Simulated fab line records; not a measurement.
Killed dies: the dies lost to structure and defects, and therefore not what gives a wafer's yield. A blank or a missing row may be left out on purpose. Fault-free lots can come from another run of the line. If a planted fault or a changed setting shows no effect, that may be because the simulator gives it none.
Shared-tool check ; flow berkeley cmos170 ; 14 lots and 42 wafers in the sample

== WHY THIS WAS OPENED ==
UCB170_PVT_TW_MEAS_09, reading PVT_TW: flagged on 2 of 14 lots. Wafers without a fault read 505, standard deviation 4.4.
Rule: a lot gets a flag if all its wafers with a number sit over 4 standard deviations from that mean, or if no wafer of it has a number. The rest of the lots are taken to be sound.

lot;measured;on;PVT_TW, wafer by wafer;flag
L142;day 6 19:23;film metro-04;508 510 509;
L141;day 6 19:52;film metro-04;508 510 510;
L144;day 7 05:13;film metro-03;500 500 498;
L145;day 7 05:23;film metro-04;511 507 512;
L143;day 7 05:50;film metro-01;497 503 501;
L148;day 7 23:00;film metro-01;499 498 500;
L152;day 8 06:37;film metro-04;507 510 508;
L149;day 8 06:38;film metro-03;501 502 500;
L151;day 8 06:49;film metro-04;507 511 510;
L150;day 8 06:55;film metro-04;509 507 505;
L153;day 8 23:19;film metro-04;507 506 508;
L157;day 9 14:20;film metro-04;545 544 544;FLAGGED
L156;day 9 15:05;film metro-04;546 546 546;FLAGGED
L162;day 11 01:24;film metro-01;502 505 500;
On average the flagged lots' numbers are 545, which is +40 against the usual, or +9 standard deviations.

== WHICH TOOL RAN EACH LOT ==
The record keeps 1 process step preceding the reading, out of 331 steps on the route. In each cell: the tool, then ch and the chambers that the sampled wafers went through, then the start.
lot;flag;UCB170_PVT_IMPLANT_07
L142;;implanter-02 ch 0, day 6 19:08
L141;;implanter-04 ch 0, day 6 19:37
L144;;implanter-03 ch 0, day 7 04:58
L145;;implanter-04 ch 0, day 7 05:08
L143;;implanter-02 ch 0, day 7 05:35
L148;;implanter-02 ch 0, day 7 22:45
L152;;implanter-02 ch 0, day 8 06:16
L149;;implanter-04 ch 0, day 8 06:23
L151;;implanter-03 ch 0, day 8 06:35
L150;;implanter-02 ch 0, day 8 06:41
L153;;implanter-03 ch 0, day 8 23:06
L157;FLAGGED;implanter-02 ch 0, day 9 14:06
L156;FLAGGED;implanter-02 ch 0, day 9 14:51
L162;;implanter-03 ch 0, day 11 01:09
These steps, and what they do:
- UCB170_PVT_IMPLANT_07
- UCB170_PVT_TW_MEAS_09

== FLAGGED OVER TOTAL, TOOL BY TOOL (the gauges that took the reading come last) ==
step;tool;lots run;flagged;share of the flagged lots;sound lots run after its first flagged lot
UCB170_PVT_IMPLANT_07;implanter-02;7;2;all;0
UCB170_PVT_IMPLANT_07;implanter-03;4;0;none;-
UCB170_PVT_IMPLANT_07;implanter-04;3;0;none;-
UCB170_PVT_TW_MEAS_09;film metro-01;3;0;none;-
UCB170_PVT_TW_MEAS_09;film metro-03;2;0;none;-
UCB170_PVT_TW_MEAS_09;film metro-04;9;2;all;0

== WHAT THE TABLE PERMITS ==
Table rows that saw every flagged lot: 2, namely implanter-02 at UCB170_PVT_IMPLANT_07 and film metro-04 at UCB170_PVT_TW_MEAS_09.
- implanter-02 at UCB170_PVT_IMPLANT_07: 2 of its 7 lots flagged. Last sound lot L150 at day 8 06:41, first flagged lot L157 at day 9 14:06; a fault beginning in between fits. Its own readings lie more than 4 standard deviations out on every wafer of the flagged lots: beam energy keV.
- film metro-04 at UCB170_PVT_TW_MEAS_09: 2 of its 9 lots flagged. Last sound lot L153 at day 8 23:19, first flagged lot L157 at day 9 14:20; a fault beginning in between fits.
Because each of these 2 tools fits a fault that began at some hour, counting lots does not separate them. More lots, or a look at what each step does to the wafer, might.

== WHAT HAD BEEN PUT IN BY THE SIMULATOR ==
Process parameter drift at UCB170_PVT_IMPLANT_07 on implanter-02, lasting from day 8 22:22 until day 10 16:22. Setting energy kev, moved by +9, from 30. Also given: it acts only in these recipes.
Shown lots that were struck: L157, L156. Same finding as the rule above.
